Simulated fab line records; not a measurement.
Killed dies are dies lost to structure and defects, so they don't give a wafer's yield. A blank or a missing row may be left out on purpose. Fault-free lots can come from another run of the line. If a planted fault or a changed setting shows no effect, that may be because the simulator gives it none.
Commonality check across tools    flow berkeleyCmos170    Sample size 14 lots and 48 wafers

REASON IT WAS OPENED
On 2 of the 14 lots, a flag is raised at UCB170_V1_CD_MEAS_12 on the reading cdNm. Wafers without a fault read 699.7 nm, standard deviation 1.2.
Rule: a lot is flagged when every wafer of it that has a number lies more than 4 standard deviations from that mean, or none has a number. The other lots count as sound.

lot   measured      on        cdNm (nm), wafer by wafer            flag
L937  day 7 05:38   cdSem-02  699.0 699.1 699.0                    
L939  day 7 05:38   cdSem-01  699.5 701.3 700.8                    
L941  day 7 21:32   cdSem-02  700.1 700.5 699.1                    
L940  day 7 21:47   cdSem-01  698.6 700.1 698.6                    
L942  day 8 11:57   cdSem-02  700.3 699.5 700.9                    
L943  day 8 12:11   cdSem-01  699.4 699.5 698.5                    
L945  day 9 12:44   cdSem-01  698.6 698.4 698.7                    
L947  day 9 13:00   cdSem-01  700.4 699.8 700.5                    
L948  day 9 20:02   cdSem-01  699.9 698.9 699.5                    
L952  day 10 02:54  cdSem-02  701.4 701.5 700.8                    
L950  day 10 10:38  cdSem-02  700.5 699.8 699.3                    
L951  day 10 11:34  cdSem-02  692.3 691.4 693.1 691.6 691.5 692.6  FLAGGED
L955  day 10 23:20  cdSem-02  692.6 693.9 692.1 692.7 693.4 692.6  FLAGGED
L959  day 12 05:16  cdSem-02  698.9 699.6 698.1                    
The numbers of the flagged lots are 692.5 nm on average: -7.2 nm against the usual, or -6 standard deviations.

WHICH TOOL EACH LOT WENT THROUGH
2 process steps preceding the reading are held in the record, out of 331 steps in the route. Read each cell as the tool, then ch plus the chambers that the sampled wafers visited, then the start.
lot   flag     UCB170_V1_CMP_02               UCB170_V1_COAT_07
L937           cmp-01 ch 1,2, day 7 03:48     lithoTrack-02 ch 0, day 7 04:37
L939           cmp-02 ch 0,2, day 7 03:45     lithoTrack-03 ch 0, day 7 04:37
L941           cmp-01 ch 0,2,3, day 7 20:02   lithoTrack-03 ch 0, day 7 20:50
L940           cmp-02 ch 1,2,3, day 7 20:12   lithoTrack-02 ch 0, day 7 20:56
L942           cmp-01 ch 0,2,3, day 8 10:27   lithoTrack-01 ch 0, day 8 11:16
L943           cmp-02 ch 0,1,2, day 8 10:27   lithoTrack-02 ch 0, day 8 11:16
L945           cmp-01 ch 0,2,3, day 9 08:38   lithoTrack-01 ch 0, day 9 11:49
L947           cmp-02 ch 2,3, day 9 08:14     lithoTrack-02 ch 0, day 9 11:49
L948           cmp-01 ch 0,1,3, day 9 17:29   lithoTrack-01 ch 0, day 9 18:39
L952           cmp-01 ch 1,2,3, day 10 01:24  lithoTrack-01 ch 0, day 10 02:12
L950           cmp-02 ch 0,2,3, day 10 08:56  lithoTrack-03 ch 0, day 10 09:47
L951  FLAGGED  cmp-02 ch 0,1, day 10 09:32    lithoTrack-02 ch 0, day 10 10:29
L955  FLAGGED  cmp-01 ch 1,2, day 10 21:32    lithoTrack-02 ch 0, day 10 22:30
L959           cmp-01 ch 0,2,3, day 12 00:47  lithoTrack-01 ch 0, day 12 04:28
What is done by these steps:
- UCB170_V1_CMP_02: polishes SiO2.
- UCB170_V1_COAT_07: resist thk 900 nm.
- UCB170_V1_CD_MEAS_12: target cd 700 nm.

FLAGGED AGAINST TOTAL, ONE TOOL AT A TIME (gauges that did the reading follow at the end)
step                  tool           lots run  flagged  share of the flagged lots  sound lots run after its first flagged lot
UCB170_V1_CMP_02      cmp-01         8         1        some                       1 (L959)
UCB170_V1_CMP_02      cmp-02         6         1        some                       0
UCB170_V1_COAT_07     lithoTrack-01  5         0        none                       -
UCB170_V1_COAT_07     lithoTrack-02  6         2        all                        0
UCB170_V1_COAT_07     lithoTrack-03  3         0        none                       -
UCB170_V1_CD_MEAS_12  cdSem-01       6         0        none                       -
UCB170_V1_CD_MEAS_12  cdSem-02       8         2        all                        1 (L959)

WHAT THE TABLE PERMITS
Table rows that saw every flagged lot: 2, namely lithoTrack-02 at UCB170_V1_COAT_07 and cdSem-02 at UCB170_V1_CD_MEAS_12.
- lithoTrack-02 at UCB170_V1_COAT_07 ran 6 lots, 2 of them flagged. Last sound lot L947 at day 9 11:49, first flagged lot L951 at day 10 10:29; a fault beginning in between fits. Its own readings (spinSpeedRpm) fall more than 4 standard deviations out on all wafers of the flagged lots.
- cdSem-02 at UCB170_V1_CD_MEAS_12 ran 8 lots, 2 of them flagged. Sound lots followed the first flagged one (L959) on it, something a lasting fault affecting the whole tool could not allow.
lithoTrack-02 at UCB170_V1_COAT_07 is the single tool remaining.

WHAT WAS PUT IN BY THE SIMULATOR
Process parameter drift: lithoTrack-02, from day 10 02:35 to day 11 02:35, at UCB170_V1_COAT_07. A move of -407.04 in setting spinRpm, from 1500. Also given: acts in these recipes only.
Struck lots among those shown: L951, L955. Same finding as the rule above.
